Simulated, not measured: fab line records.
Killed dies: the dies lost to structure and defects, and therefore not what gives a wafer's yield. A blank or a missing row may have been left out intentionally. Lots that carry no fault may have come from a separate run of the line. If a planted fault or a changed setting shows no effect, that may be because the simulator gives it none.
Split-lot trial || flow berkeley_cmos170 || 23 wafers read across 5 lots, on a route 331 steps long

THE SPLIT ITSELF
At UCB170_BACKSIDE_COAT_01 (resist thk 900 nm), the setting resist_thk_nm was moved away from the recipe's 900 nm on 10 of the 23 wafers read, by -3.9% to +5.6%. For the rest of the wafers, this setting stayed at what the recipe calls for.

Reading taken at the split's own step.

THE READING
KrF_of_BACKSIDE_COAT_01.thk_nm (the simulator's own value, which no gauge read), in nm, at UCB170_BACKSIDE_COAT_01 (resist thk 900 nm). No usual value for it is given in the file. Average 899.0 nm, standard deviation 1.6 nm, over the 13 wafers here run with the recipe.

{"wafer": "L074.2", "tool, chamber at the split": "litho_track-01, 0", "resist_thk_nm as run, nm": 929.3, "against the recipe": "+3.3%", "KrF_of_BACKSIDE_COAT_01.thk_nm, nm": 928.8, "against lot-mates on the recipe": "+29.0"}
{"wafer": "L074.3", "tool, chamber at the split": "litho_track-01, 0", "resist_thk_nm as run, nm": 929.3, "against the recipe": "+3.3%", "KrF_of_BACKSIDE_COAT_01.thk_nm, nm": 928.4, "against lot-mates on the recipe": "+28.6"}
{"wafer": "L074.4", "tool, chamber at the split": "litho_track-01, 0", "resist_thk_nm as run, nm": 929.3, "against the recipe": "+3.3%", "KrF_of_BACKSIDE_COAT_01.thk_nm, nm": 929, "against lot-mates on the recipe": "+29.2"}
{"wafer": "L074.5", "tool, chamber at the split": "litho_track-01, 0", "resist_thk_nm as run, nm": 900, "against the recipe": "recipe", "KrF_of_BACKSIDE_COAT_01.thk_nm, nm": 899.9, "against lot-mates on the recipe": "-"}
{"wafer": "L074.6", "tool, chamber at the split": "litho_track-01, 0", "resist_thk_nm as run, nm": 900, "against the recipe": "recipe", "KrF_of_BACKSIDE_COAT_01.thk_nm, nm": 899.6, "against lot-mates on the recipe": "-"}
{"wafer": "L079.1", "tool, chamber at the split": "litho_track-02, 0", "resist_thk_nm as run, nm": 865.3, "against the recipe": "-3.9%", "KrF_of_BACKSIDE_COAT_01.thk_nm, nm": 865.6, "against lot-mates on the recipe": -32.1}
{"wafer": "L079.2", "tool, chamber at the split": "litho_track-02, 0", "resist_thk_nm as run, nm": 865.3, "against the recipe": "-3.9%", "KrF_of_BACKSIDE_COAT_01.thk_nm, nm": 861.9, "against lot-mates on the recipe": -35.9}
{"wafer": "L079.3", "tool, chamber at the split": "litho_track-02, 0", "resist_thk_nm as run, nm": 865.3, "against the recipe": "-3.9%", "KrF_of_BACKSIDE_COAT_01.thk_nm, nm": 862.8, "against lot-mates on the recipe": -35.0}
{"wafer": "L079.5", "tool, chamber at the split": "litho_track-02, 0", "resist_thk_nm as run, nm": 900, "against the recipe": "recipe", "KrF_of_BACKSIDE_COAT_01.thk_nm, nm": 896.3, "against lot-mates on the recipe": "-"}
{"wafer": "L079.6", "tool, chamber at the split": "litho_track-02, 0", "resist_thk_nm as run, nm": 900, "against the recipe": "recipe", "KrF_of_BACKSIDE_COAT_01.thk_nm, nm": 899.2, "against lot-mates on the recipe": "-"}
{"wafer": "L080.1", "tool, chamber at the split": "litho_track-03, 0", "resist_thk_nm as run, nm": 900, "against the recipe": "recipe", "KrF_of_BACKSIDE_COAT_01.thk_nm, nm": 899.3, "against lot-mates on the recipe": "-"}
{"wafer": "L080.5", "tool, chamber at the split": "litho_track-03, 0", "resist_thk_nm as run, nm": 900, "against the recipe": "recipe", "KrF_of_BACKSIDE_COAT_01.thk_nm, nm": 899.6, "against lot-mates on the recipe": "-"}
{"wafer": "L080.6", "tool, chamber at the split": "litho_track-03, 0", "resist_thk_nm as run, nm": 900, "against the recipe": "recipe", "KrF_of_BACKSIDE_COAT_01.thk_nm, nm": 901.7, "against lot-mates on the recipe": "-"}
{"wafer": "L082.1", "tool, chamber at the split": "litho_track-02, 0", "resist_thk_nm as run, nm": 900, "against the recipe": "recipe", "KrF_of_BACKSIDE_COAT_01.thk_nm, nm": 898.2, "against lot-mates on the recipe": "-"}
{"wafer": "L082.2", "tool, chamber at the split": "litho_track-02, 0", "resist_thk_nm as run, nm": 883.6, "against the recipe": "-1.8%", "KrF_of_BACKSIDE_COAT_01.thk_nm, nm": 883.2, "against lot-mates on the recipe": -14.2}
{"wafer": "L082.3", "tool, chamber at the split": "litho_track-02, 0", "resist_thk_nm as run, nm": 883.6, "against the recipe": "-1.8%", "KrF_of_BACKSIDE_COAT_01.thk_nm, nm": 880.7, "against lot-mates on the recipe": -16.7}
{"wafer": "L082.5", "tool, chamber at the split": "litho_track-02, 0", "resist_thk_nm as run, nm": 900, "against the recipe": "recipe", "KrF_of_BACKSIDE_COAT_01.thk_nm, nm": 898.4, "against lot-mates on the recipe": "-"}
{"wafer": "L082.6", "tool, chamber at the split": "litho_track-02, 0", "resist_thk_nm as run, nm": 900, "against the recipe": "recipe", "KrF_of_BACKSIDE_COAT_01.thk_nm, nm": 895.5, "against lot-mates on the recipe": "-"}
{"wafer": "L084.1", "tool, chamber at the split": "litho_track-02, 0", "resist_thk_nm as run, nm": 900, "against the recipe": "recipe", "KrF_of_BACKSIDE_COAT_01.thk_nm, nm": 900.8, "against lot-mates on the recipe": "-"}
{"wafer": "L084.2", "tool, chamber at the split": "litho_track-02, 0", "resist_thk_nm as run, nm": 950.6, "against the recipe": "+5.6%", "KrF_of_BACKSIDE_COAT_01.thk_nm, nm": 949.7, "against lot-mates on the recipe": "+49.9"}
{"wafer": "L084.3", "tool, chamber at the split": "litho_track-02, 0", "resist_thk_nm as run, nm": 900, "against the recipe": "recipe", "KrF_of_BACKSIDE_COAT_01.thk_nm, nm": 898.8, "against lot-mates on the recipe": "-"}
{"wafer": "L084.4", "tool, chamber at the split": "litho_track-02, 0", "resist_thk_nm as run, nm": 900, "against the recipe": "recipe", "KrF_of_BACKSIDE_COAT_01.thk_nm, nm": 899.8, "against lot-mates on the recipe": "-"}
{"wafer": "L084.6", "tool, chamber at the split": "litho_track-02, 0", "resist_thk_nm as run, nm": 950.6, "against the recipe": "+5.6%", "KrF_of_BACKSIDE_COAT_01.thk_nm, nm": 951.7, "against lot-mates on the recipe": "+51.9"}

FIT RESULTS
A straight line over all 23 wafers: KrF_of_BACKSIDE_COAT_01.thk_nm changes by +9.2 nm for each +1% of resist_thk_nm; r = +1.00; the points scatter about the line by 1.5 nm.
The same after taking each lot's own level away (the mean of its wafers on the recipe; 23 wafers): +8.94 nm for each +1%; r = +1.00; scatter 1.2 nm.
Per that fit: largest resist_thk_nm move, reading shift of 50 nm.
The lots' own levels span 897.37 to 900.20 nm, that is 1.8 times the standard deviation above.
Consequently the slope shifts little with the lot-to-lot level, the two slopes agreeing.
Check: with one of the wafers moved furthest among these (+5.6%) left out of the fit, the line predicts +50.6 nm for it against its lot-mates. Against them it came out at +49.9 nm.

THESE WAFERS: OTHER SPLITS
Before the reading, these wafers also passed through other splits. Each is held against what the fit with the lots' levels taken away leaves over:
{"other split on the same wafers": "UCB170_PVT_IMPLANT_07 energy_kev", "wafers away from the commonest value": 11, "r with KrF_of_BACKSIDE_COAT_01.thk_nm (lot level and that fit taken away)": "+0.31"}
{"other split on the same wafers": "UCB170_GATE_PEB_10 peb_temp_c", "wafers away from the commonest value": 8, "r with KrF_of_BACKSIDE_COAT_01.thk_nm (lot level and that fit taken away)": "+0.03"}
{"other split on the same wafers": "UCB170_PSD_COAT_01 resist_thk_nm", "wafers away from the commonest value": 6, "r with KrF_of_BACKSIDE_COAT_01.thk_nm (lot level and that fit taken away)": "+0.01"}
{"other split on the same wafers": "UCB170_PSD_EXPOSE_03 dose_mj", "wafers away from the commonest value": 5, "r with KrF_of_BACKSIDE_COAT_01.thk_nm (lot level and that fit taken away)": -0.14}
{"other split on the same wafers": "UCB170_NSD_PEB_04 peb_temp_c", "wafers away from the commonest value": 8, "r with KrF_of_BACKSIDE_COAT_01.thk_nm (lot level and that fit taken away)": -0.41}

THE WHOLE CHAIN: every reading that the file lists as answering this split, in the file's order
{"step": "UCB170_BACKSIDE_COAT_01", "what it does": "resist thk 900 nm", "reading": "KrF_of_BACKSIDE_COAT_01.thk_nm (the simulator's own value, which no gauge read)", "change (the file's fit)": "+8.96 nm for each +1% of the setting", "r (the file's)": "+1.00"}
{"step": "UCB170_BACKSIDE_STRIP_03", "what it does": "strips in O2", "reading": "strip_time_to_endpoint_s", "change (the file's fit)": "withheld for each +1% of the setting", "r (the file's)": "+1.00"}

FILE'S OWN FIT
KrF_of_BACKSIDE_COAT_01.thk_nm changes by +8.96 nm for each +1% of resist_thk_nm, r = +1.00.
